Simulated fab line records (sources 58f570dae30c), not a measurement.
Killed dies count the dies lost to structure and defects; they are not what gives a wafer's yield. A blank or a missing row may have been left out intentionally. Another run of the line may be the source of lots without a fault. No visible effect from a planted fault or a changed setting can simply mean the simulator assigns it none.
fab line records	flow berkeleyCmos170
[record] lots = 14	wafers = 42	lastDay = 11
route steps=331 shown M1@250
lots that met no fault: taken from a fault-free run of the same line
startH: start of the lot's first displayed wafer, in hours after the record's first day	waitH: time in hours since the lot's previous step	" as in the row above	L1.1+2: a single row standing in for several wafers	- no value present, or no start provided	* or withheld: withheld	< > ~ a bound
route shown NAME@n: a module of which the file shows steps, and the number in the route of the first	usual: average and standard deviation across the fault-free wafers	same: alike in all rows	chamber/n: place in a boat	sites: the reading at each site	_std_site: standard deviation across them	_edge_site: mean of outer sites minus mean of inner sites	radiusMm: for every site, how far away it sits from the centre of the wafer	mask NAME#n: copy n	behind: tool/chamber where the wafer was last shaped	hold: what put the lot on hold/how long, in hours/how the hold closed	device: names the non-switching transistor (n, p or np)	end of line: the route-end tests of the same wafers	where a step has no rows: the recipe by itself	killed: not the wafer's yield, but the dies lost to structure and defects at the first sort	map: a wafer's dies, x killed, . not, _ none there
set.NAME: the run value of the setting; set.NAME@STEP: its run value at that earlier step	model.NAME: the simulator's own value behind a step, which no gauge read
route steps across a sampled set of lots; one table per step, one row per wafer
services: from which hour (startH, from the record's first day; less than 0 if before it) a tool's chamber was out of use, for how many hours, and why
[[steps]]
[step UCB170_M1_METAL_ETCH_12]
[recipe] chemistry = Cl2/BCl3	target = Al	stopOn = PSG	pressureMtorr = 12	targetDepthA = 7800	overEtchFrac = 0.3	timeS = 130	icpW = 600	biasW = 120	Cl2_flow_sccm = 90	bcl3FlowSccm = 45
[usual] drypumpMotorCurrentA = 5.30/0.24	oesProductAu = 0.863/0.015	rfFwdPowerW = 597.2/1.9	throttleValvePct = 24.38/0.14
lot.wafer	tool	chamber	startH	waitH	drypumpMotorCurrentA	oesProductAu	rfFwdPowerW	rfHoursCounterH	throttleValvePct
L110.2	rieMetal-01	1	148.76	-	5.35	0.844	600.3	1	24.57
L110.3	"	0	"	"	5.07	0.852	597.7	-	24.23
L110.4	"	1	"	"	5.37	0.856	602.6	-	24.59
L112.1	rieMetal-01	0	163.88	-	5.01	0.862	595.4	8	24.21
L112.3	"	1	"	"	5.35	0.859	600.2	-	24.56
L112.5	"	1	"	"	5.32	0.855	598.9	-	24.58
L115.2	rieMetal-04	1	180.71	-	5.76	0.890	592.6	12	24.29
L115.3	"	1	"	"	5.74	0.886	593.7	-	24.28
L115.6	"	1	"	"	5.79	0.886	594.4	-	24.27
L114.4	rieMetal-02	1	181.56	-	5.46	0.852	600.1	-	24.44
L114.5	"	1	"	"	5.45	0.861	596.6	-	24.45
L114.6	"	0	"	"	5.10	0.877	597.6	-	24.30
L117.1	rieMetal-02	0	190.16	-	5.09	0.883	598.5	9	24.29
L117.3	"	0	"	"	5.08	0.883	599.1	-	24.30
L117.5	"	1	"	"	5.47	0.882	597.4	-	24.43
L118.3	rieMetal-01	1	197.54	-	5.31	0.849	600.2	-	24.60
L118.4	"	0	"	"	5.08	0.851	596.9	-	24.24
L118.5	"	0	"	"	5.08	0.849	596.0	-	24.24
L119.1	rieMetal-04	1	198.12	-	5.77	0.898	596.9	12	24.28
L119.2	"	1	"	"	5.77	0.896	595.1	-	24.29
L119.3	"	1	"	"	5.76	0.898	594.8	-	24.27
L122.4	rieMetal-02	0	210.29	-	5.06	0.881	599.1	-	24.29
L122.5	"	0	"	"	5.07	0.875	600.6	-	24.30
L122.6	"	1	"	"	5.45	0.873	593.9	-	24.42
L120.3	rieMetal-01	1	210.90	-	5.32	0.845	595.1	-	24.60
L120.4	"	0	"	"	5.04	0.849	595.8	-	24.23
L120.5	"	0	"	"	5.07	0.854	595.8	-	24.23
L123.3	rieMetal-02	0	211.33	-	5.11	0.875	595.4	-	24.29
L123.5	"	1	"	"	5.46	0.865	597.6	-	24.46
L123.6	"	0	"	"	5.09	0.865	594.0	-	24.30
L121.2	rieMetal-04	1	211.95	-	5.75	0.889	595.7	-	24.29
L121.4	"	1	"	"	5.72	0.890	596.0	-	24.30
L121.5	"	1	"	"	5.75	0.891	595.4	-	24.29
L127.1	rieMetal-01	1	227.06	-	5.32	0.844	595.0	3	24.58
L127.2	"	0	"	"	5.03	0.845	597.8	10	24.23
L127.3	"	1	"	"	5.33	0.850	598.0	-	24.57
L129.3	rieMetal-02	0	252.29	-	5.08	0.790	360.6	-	24.36
L129.4	"	1	"	"	5.48	0.787	357.2	-	24.48
L129.6	"	0	"	"	5.09	0.793	359.2	-	24.34
L131.2	rieMetal-02	1	254.05	-	5.48	0.788	359.3	6	24.50
L131.4	"	0	"	"	5.07	0.792	359.2	-	24.33
L131.5	"	1	"	"	5.46	0.790	358.1	-	24.48
[step UCB170_M1_CD_MEAS_90]
[recipe] targetCdNm = 700
[usual] cdNm = 700.0/1.7
lot.wafer	tool	chamber	startH	waitH	cdNm
L110.2	cdSem-01	-	149.01	0.1	701.1
L110.3	"	-	"	"	700.1
L110.4	"	-	"	"	704.4
L112.1	cdSem-01	-	164.17	0.1	698.2
L112.3	"	-	"	"	700.2
L112.5	"	-	"	"	700.1
L115.2	cdSem-01	-	180.96	0.1	697.9
L115.3	"	-	"	"	700.1
L115.6	"	-	"	"	699.5
L114.4	cdSem-01	-	181.81	0.1	700.3
L114.5	"	-	"	"	702.7
L114.6	"	-	"	"	702.0
L117.1	cdSem-01	-	190.39	0.1	698.0
L117.3	"	-	"	"	698.2
L117.5	"	-	"	"	698.4
L118.3	cdSem-01	-	197.84	0.2	699.5
L118.4	"	-	"	"	699.5
L118.5	"	-	"	"	701.0
L119.1	cdSem-01	-	198.64	0.2	701.2
L119.2	"	-	"	"	700.9
L119.3	"	-	"	"	698.3
L122.4	cdSem-01	-	210.60	0.1	701.0
L122.5	"	-	"	"	701.1
L122.6	"	-	"	"	699.6
L120.3	cdSem-01	-	211.24	0.2	701.3
L120.4	"	-	"	"	699.1
L120.5	"	-	"	"	700.2
L123.3	cdSem-01	-	211.56	0.1	701.2
L123.5	"	-	"	"	699.1
L123.6	"	-	"	"	700.7
L121.2	cdSem-01	-	212.39	0.2	702.1
L121.4	"	-	"	"	701.4
L121.5	"	-	"	"	701.9
L127.1	cdSem-02	-	227.29	0.1	701.2
L127.2	"	-	"	"	699.3
L127.3	"	-	"	"	698.7
L129.3	cdSem-01	-	252.52	0.1	714.0
L129.4	"	-	"	"	711.6
L129.6	"	-	"	"	713.1
L131.2	cdSem-02	-	254.30	0.1	713.7
L131.4	"	-	"	"	713.2
L131.5	"	-	"	"	714.7
[[services]]
tool	chamber	startH	hours	kind
rieMetal-04	-	132.15	2.8	pm
rieMetal-04	0	187.54	-	clean
rieMetal-04	0	187.54	29.3	scheduledDown
rieMetal-04	0	187.54	29.3	ventCycle
rieMetal-02	1	200.70	4.1	repair
rieMetal-02	-	227.57	2.8	pm
rieMetal-04	1	241.02	-	clean
rieMetal-04	1	241.02	20.4	scheduledDown
rieMetal-04	1	241.02	20.4	ventCycle
[[key]]
[firstSign] step = UCB170_M1_METAL_ETCH_12	reading = rfFwdPowerW	direction = down	sigmas = 99+	usual = 597.2	struck = 358.9
[effect] step = UCB170_M1_METAL_ETCH_12	reading = oesProductAu	direction = down	sigmas = 4.8	usual = 0.863	struck = 0.790
[effect] step = UCB170_M1_CD_MEAS_90	reading = cdNm	direction = up	sigmas = 8	usual = 700.0	struck = 713.4
metAt UCB170_M1_METAL_ETCH_12
struckLots L129,L131
laterRowsLeftOut L129.3,L129.4,L129.6,L131.2,L131.4,L131.5
sortLeftOut L129.3,L129.4,L129.6,L131.2,L131.4,L131.5
onsetBetween 211.33 252.29
[fault] kind = processParameterDrift	tool = rieMetal-02	chamber = -	onsetH = 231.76	steps = UCB170_M1_METAL_ETCH_12	channel = icpW	offset = -240	shape = step	endH = 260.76	actsIn = theseRecipesOnly	stated = 600
// sortLeftOut: the simulated sort isn't trusted on such a fault, so these wafers' sort isn't shown, and their yield isn't known
// laterRowsLeftOut: the simulator's readings of these wafers behind a module that went badly wrong aren't trusted and aren't shown, but for the sort
